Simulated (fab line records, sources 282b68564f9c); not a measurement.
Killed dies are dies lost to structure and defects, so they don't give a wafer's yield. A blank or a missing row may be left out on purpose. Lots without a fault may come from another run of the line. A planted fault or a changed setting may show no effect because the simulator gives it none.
A sampling plan put to the test | flow rit_cmos | one fab line, 30 faults that these records tell of, each judged on the records of the lots that it struck
The plan is the line's own looks: the steps of the route at which a gauge or an inspection reads the wafer and doesn't change it. A look can be judged if struck wafers have a number there and the file gives its usual mean and standard deviation on fault-free wafers. Caught: at a look after the fault's first step, the mean of the struck wafers lies 4 or more of those standard deviations (sigma) from the usual mean. On the tool: the same test on the tool's own readings at the fault's steps. Another recipe on the struck wafers, or a record that is blank for them alone, also counts as caught.

THE FAULTS, as the simulator had put them in
1. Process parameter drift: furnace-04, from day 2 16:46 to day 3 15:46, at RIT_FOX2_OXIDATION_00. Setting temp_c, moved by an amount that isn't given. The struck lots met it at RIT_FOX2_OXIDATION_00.
2. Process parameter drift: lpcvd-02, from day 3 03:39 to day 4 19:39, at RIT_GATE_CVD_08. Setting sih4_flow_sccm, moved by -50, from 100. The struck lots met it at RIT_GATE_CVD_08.
3. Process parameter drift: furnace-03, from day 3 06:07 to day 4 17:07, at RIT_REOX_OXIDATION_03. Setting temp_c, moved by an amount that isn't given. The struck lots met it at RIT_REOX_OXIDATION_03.
4. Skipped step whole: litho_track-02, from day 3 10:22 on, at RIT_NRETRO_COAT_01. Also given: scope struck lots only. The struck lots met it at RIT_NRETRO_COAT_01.
5. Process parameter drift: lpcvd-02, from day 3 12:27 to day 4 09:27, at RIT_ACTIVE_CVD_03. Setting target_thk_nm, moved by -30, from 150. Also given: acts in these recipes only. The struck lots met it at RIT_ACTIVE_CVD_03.
6. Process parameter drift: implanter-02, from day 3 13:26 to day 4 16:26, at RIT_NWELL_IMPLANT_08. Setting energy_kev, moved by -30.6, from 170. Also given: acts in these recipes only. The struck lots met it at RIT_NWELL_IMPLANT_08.
7. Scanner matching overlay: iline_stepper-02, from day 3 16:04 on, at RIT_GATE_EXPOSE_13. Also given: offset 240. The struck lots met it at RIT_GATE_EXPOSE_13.
8. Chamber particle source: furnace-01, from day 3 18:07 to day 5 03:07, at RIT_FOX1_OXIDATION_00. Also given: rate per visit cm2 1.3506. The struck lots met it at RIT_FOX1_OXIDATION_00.
9. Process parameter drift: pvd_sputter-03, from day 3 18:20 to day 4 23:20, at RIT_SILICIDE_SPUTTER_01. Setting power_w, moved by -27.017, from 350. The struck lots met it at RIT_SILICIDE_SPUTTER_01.
10. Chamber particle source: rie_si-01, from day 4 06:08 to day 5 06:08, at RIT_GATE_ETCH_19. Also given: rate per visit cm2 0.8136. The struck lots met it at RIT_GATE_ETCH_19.
11. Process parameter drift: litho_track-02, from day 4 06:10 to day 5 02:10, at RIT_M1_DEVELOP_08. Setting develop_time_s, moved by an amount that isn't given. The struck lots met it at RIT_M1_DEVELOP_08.
12. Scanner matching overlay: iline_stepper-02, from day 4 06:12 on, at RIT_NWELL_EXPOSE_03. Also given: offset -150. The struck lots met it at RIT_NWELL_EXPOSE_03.
13. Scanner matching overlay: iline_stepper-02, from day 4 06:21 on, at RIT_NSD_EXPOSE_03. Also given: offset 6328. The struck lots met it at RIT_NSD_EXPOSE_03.
14. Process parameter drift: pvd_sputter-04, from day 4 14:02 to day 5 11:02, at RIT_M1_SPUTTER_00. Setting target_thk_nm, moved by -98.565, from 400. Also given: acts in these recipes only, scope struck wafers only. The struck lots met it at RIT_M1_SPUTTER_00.
15. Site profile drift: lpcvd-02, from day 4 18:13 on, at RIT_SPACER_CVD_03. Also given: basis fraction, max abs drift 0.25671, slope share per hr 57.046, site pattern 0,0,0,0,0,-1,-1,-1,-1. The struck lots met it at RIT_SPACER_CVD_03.
16. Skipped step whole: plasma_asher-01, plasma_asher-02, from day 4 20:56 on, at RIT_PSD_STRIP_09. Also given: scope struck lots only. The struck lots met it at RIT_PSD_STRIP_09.
17. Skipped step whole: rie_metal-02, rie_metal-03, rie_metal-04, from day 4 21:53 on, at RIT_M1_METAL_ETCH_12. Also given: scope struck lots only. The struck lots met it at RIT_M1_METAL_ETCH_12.
18. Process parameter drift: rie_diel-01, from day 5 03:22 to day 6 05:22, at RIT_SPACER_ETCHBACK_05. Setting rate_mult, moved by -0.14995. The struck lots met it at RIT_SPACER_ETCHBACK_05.
19. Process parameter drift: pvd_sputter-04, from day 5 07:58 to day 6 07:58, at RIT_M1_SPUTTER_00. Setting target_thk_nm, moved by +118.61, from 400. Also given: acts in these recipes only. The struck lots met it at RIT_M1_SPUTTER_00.
20. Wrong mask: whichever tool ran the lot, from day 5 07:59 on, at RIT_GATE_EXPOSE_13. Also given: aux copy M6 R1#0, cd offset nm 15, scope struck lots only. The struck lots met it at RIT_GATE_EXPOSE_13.
21. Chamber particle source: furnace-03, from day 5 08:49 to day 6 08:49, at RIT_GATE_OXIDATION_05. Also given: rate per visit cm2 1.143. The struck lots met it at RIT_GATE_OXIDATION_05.
22. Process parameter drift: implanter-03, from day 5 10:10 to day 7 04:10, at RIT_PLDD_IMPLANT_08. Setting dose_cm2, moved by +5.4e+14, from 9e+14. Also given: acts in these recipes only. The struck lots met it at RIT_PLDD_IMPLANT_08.
23. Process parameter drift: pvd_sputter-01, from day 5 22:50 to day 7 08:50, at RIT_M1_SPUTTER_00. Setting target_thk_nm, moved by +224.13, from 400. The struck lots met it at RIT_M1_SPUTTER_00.
24. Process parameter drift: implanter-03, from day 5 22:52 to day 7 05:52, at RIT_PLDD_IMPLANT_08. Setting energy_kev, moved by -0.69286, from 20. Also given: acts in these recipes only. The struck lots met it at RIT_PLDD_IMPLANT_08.
25. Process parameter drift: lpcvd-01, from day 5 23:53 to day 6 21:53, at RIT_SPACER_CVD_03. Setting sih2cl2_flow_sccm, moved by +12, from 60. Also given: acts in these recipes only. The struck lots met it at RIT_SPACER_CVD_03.
26. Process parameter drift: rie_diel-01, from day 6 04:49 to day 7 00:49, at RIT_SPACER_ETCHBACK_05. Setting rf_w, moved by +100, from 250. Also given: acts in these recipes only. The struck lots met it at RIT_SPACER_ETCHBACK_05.
27. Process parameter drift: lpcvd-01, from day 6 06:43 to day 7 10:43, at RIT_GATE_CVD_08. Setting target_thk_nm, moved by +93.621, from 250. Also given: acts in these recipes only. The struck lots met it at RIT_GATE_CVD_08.
28. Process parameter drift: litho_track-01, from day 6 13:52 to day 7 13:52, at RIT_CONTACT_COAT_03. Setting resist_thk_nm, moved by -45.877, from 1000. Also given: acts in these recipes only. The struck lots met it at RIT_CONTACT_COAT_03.
29. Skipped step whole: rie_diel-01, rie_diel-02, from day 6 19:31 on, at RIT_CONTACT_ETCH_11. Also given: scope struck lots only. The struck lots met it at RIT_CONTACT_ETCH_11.
30. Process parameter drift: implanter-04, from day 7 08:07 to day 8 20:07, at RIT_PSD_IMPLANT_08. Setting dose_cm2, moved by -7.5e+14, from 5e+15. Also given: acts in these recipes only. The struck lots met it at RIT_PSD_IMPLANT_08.

WHAT THE PLAN SAW
fault | on the tool itself                               | first look that catches it                      | reading, sigma                                   | median hours from its first step to that look | hours from the fault's start to the first struck lot there | judged looks passed uncaught
1     | tube_center_temp_C -99 or beyond sigma           | RIT_FOX2_THK_MEAS_01                            | FOX2_OXIDE_THK -4.8                              | 1.3                                           | 3                                                          | 0
2     | sih4_flow_sccm -99 or beyond sigma               | RIT_GATE_THK_MEAS_09                            | GATE_POLY_THK -48                                | 2.0                                           | 5                                                          | 0
3     | tube_center_temp_C -99 or beyond sigma           | RIT_REOX_THK_MEAS_04                            | REOX_OXIDE_THK -34                               | 2.6                                           | 1                                                          | 0
4     | the tool's record is blank for the struck wafers | RIT_PRETRO_TW_MEAS_10                           | PRETRO_TW +99 or beyond                          | 3.1                                           | 8                                                          | 0
5     | no reading that can be judged                    | RIT_ACTIVE_THK_MEAS_04                          | ACTIVE_NITRIDE_THK -22                           | 1.4                                           | 5                                                          | 0
6     | beam_energy_keV -99 or beyond sigma              | RIT_NWELL_TW_MEAS_10                            | NWELL_TW -4.5                                    | 0.3                                           | 5                                                          | 0
7     | no reading that can be judged                    | RIT_GATE_OVL_MEAS_17                            | GATE_OVL +99 or beyond                           | 0.5                                           | 7                                                          | 0
8     | under 2 sigma                                    | no look after it can be judged                  | -                                                | -                                             | -                                                          | 0
9     | cathode_dc_power_W -99 or beyond sigma           | RIT_SILICIDE_RS_MEAS_02                         | SILICIDE_TI_RS +7.1                              | 0.2                                           | 2                                                          | 0
10    | under 2 sigma                                    | no look after it can be judged                  | -                                                | -                                             | -                                                          | 0
11    | no reading that can be judged                    | no look after it can be judged                  | -                                                | -                                             | -                                                          | 0
12    | under 2 sigma                                    | RIT_NWELL_OVL_MEAS_06                           | NWELL_OVL -99 or beyond                          | 0.4                                           | 13                                                         | 0
13    | under 2 sigma                                    | no look after it can be judged                  | -                                                | -                                             | -                                                          | 0
14    | under 2 sigma                                    | RIT_M1_RS_MEAS_01                               | M1_AL_RS +31                                     | 0.3                                           | 4                                                          | 0
15    | under 2 sigma                                    | RIT_SPACER_THK_MEAS_04                          | SPACER_NITRIDE_THK -15                           | 1.9                                           | 7                                                          | 0
16    | no reading that can be judged                    | not the one look that can be judged after it    | -                                                | -                                             | -                                                          | 1
17    | the tool's record is blank for the struck wafers | not the one look that can be judged after it    | strongest: M1_BOW at RIT_M1_BOW_MEAS_16, -2.8    | -                                             | -                                                          | 1
18    | under 2 sigma                                    | none of the 7 looks that can be judged after it | -                                                | -                                             | -                                                          | 7
19    | under 2 sigma                                    | RIT_M1_RS_MEAS_01                               | M1_AL_RS -21                                     | 0.3                                           | 5                                                          | 0
20    | no reading that can be judged                    | RIT_GATE_CD_MEAS_16                             | cd_nm +6.9                                       | 0.4                                           | 3                                                          | 0
21    | under 2 sigma                                    | no look after it can be judged                  | -                                                | -                                             | -                                                          | 0
22    | dose_ions_cm2 +99 or beyond sigma                | RIT_PLDD_TW_MEAS_10                             | PLDD_TW +14                                      | 0.3                                           | 8                                                          | 0
23    | under 2 sigma                                    | RIT_M1_RS_MEAS_01                               | M1_AL_RS -33                                     | 0.3                                           | 5                                                          | 0
24    | beam_energy_keV -99 or beyond sigma              | RIT_SDANNEAL_RS_MEAS_06                         | PLDD_RS +5.0                                     | 7.2                                           | 13                                                         | 0
25    | sih2cl2_flow_sccm +71 sigma                      | RIT_SPACER_THK_MEAS_04                          | SPACER_NITRIDE_THK +7.5                          | 1.9                                           | 8                                                          | 0
26    | rf_fwd_power_W +99 or beyond sigma               | none of the 7 looks that can be judged after it | -                                                | -                                             | -                                                          | 7
27    | under 2 sigma                                    | RIT_GATE_THK_MEAS_09                            | GATE_POLY_THK +36                                | 1.6                                           | 10                                                         | 0
28    | no reading that can be judged                    | none of the 2 looks that can be judged after it | strongest: cd_nm at RIT_CONTACT_CD_MEAS_08, +2.1 | -                                             | -                                                          | 2
29    | the tool's record is blank for the struck wafers | no look after it can be judged                  | -                                                | -                                             | -                                                          | 0
30    | dose_ions_cm2 -99 or beyond sigma                | RIT_SDANNEAL_RS_MEAS_04                         | PSD_RS +6.3                                      | 0.8                                           | 3                                                          | 0
A dash: the fault isn't caught, or these records don't give the number.

Caught at a look: 19 of 30. Caught on the tool: 13 of 30. By one or the other: 22 of 30.
Caught on the tool alone: faults 17, 26, 29.
Caught at a look alone: faults 5, 7, 12, 14, 15, 19, 20, 23, 27.
Caught by neither: faults 8, 10, 11, 13, 16, 18, 21, 28.

THINNER SAMPLING
If the look that catches a fault measured only every second or every third lot, by lot number, the first struck lot would be measured this late in the worst case:
fault | struck lots at that look, in order of time | every lot | every second lot | every third lot
1     | L769, L771                                 | 3 h       | may miss all 2   | may miss all 2
2     | L906, L907, L909, L911                     | 5 h       | 12 h             | 30 h
3     | L418, L419, L423                           | 1 h       | 4 h              | 23 h
4     | L779, L780, L781                           | 8 h       | 9 h              | 14 h
5     | L251, L252, L254                           | 5 h       | 8 h              | may miss all 3
6     | L683, L685                                 | 5 h       | may miss all 2   | may miss all 2
7     | L762, L766, L767                           | 7 h       | 29 h             | 29 h
9     | L347, L349, L351                           | 2 h       | may miss all 3   | 20 h
12    | L663, L666, L667, L668                     | 13 h      | 27 h             | 39 h
14    | L870, L872                                 | 4 h       | may miss all 2   | may miss all 2
15    | L815, L817                                 | 7 h       | may miss all 2   | may miss all 2
19    | L358, L360                                 | 5 h       | may miss all 2   | may miss all 2
20    | L584                                       | 3 h       | may miss it      | may miss it
22    | L916, L918                                 | 8 h       | may miss all 2   | may miss all 2
23    | L497, L499                                 | 5 h       | may miss all 2   | may miss all 2
24    | L730, L731                                 | 13 h      | 16 h             | may miss all 2
25    | L849, L850                                 | 8 h       | 11 h             | may miss all 2
27    | L439, L440                                 | 10 h      | 15 h             | may miss all 2
30    | L570, L571                                 | 3 h       | 8 h              | may miss all 2
Hours are from the fault's start to the first struck lot that is measured. The limit of 4 sigma was tested on all struck wafers together, so one lot alone may lie under it. Other struck lots may not be in these records.

THE LONGEST TIMED WAY FROM STEP TO LOOK
Fault 24: a median of 7.2 hours passes between RIT_PLDD_IMPLANT_08 and RIT_SDANNEAL_RS_MEAS_06. No look between them can be judged.
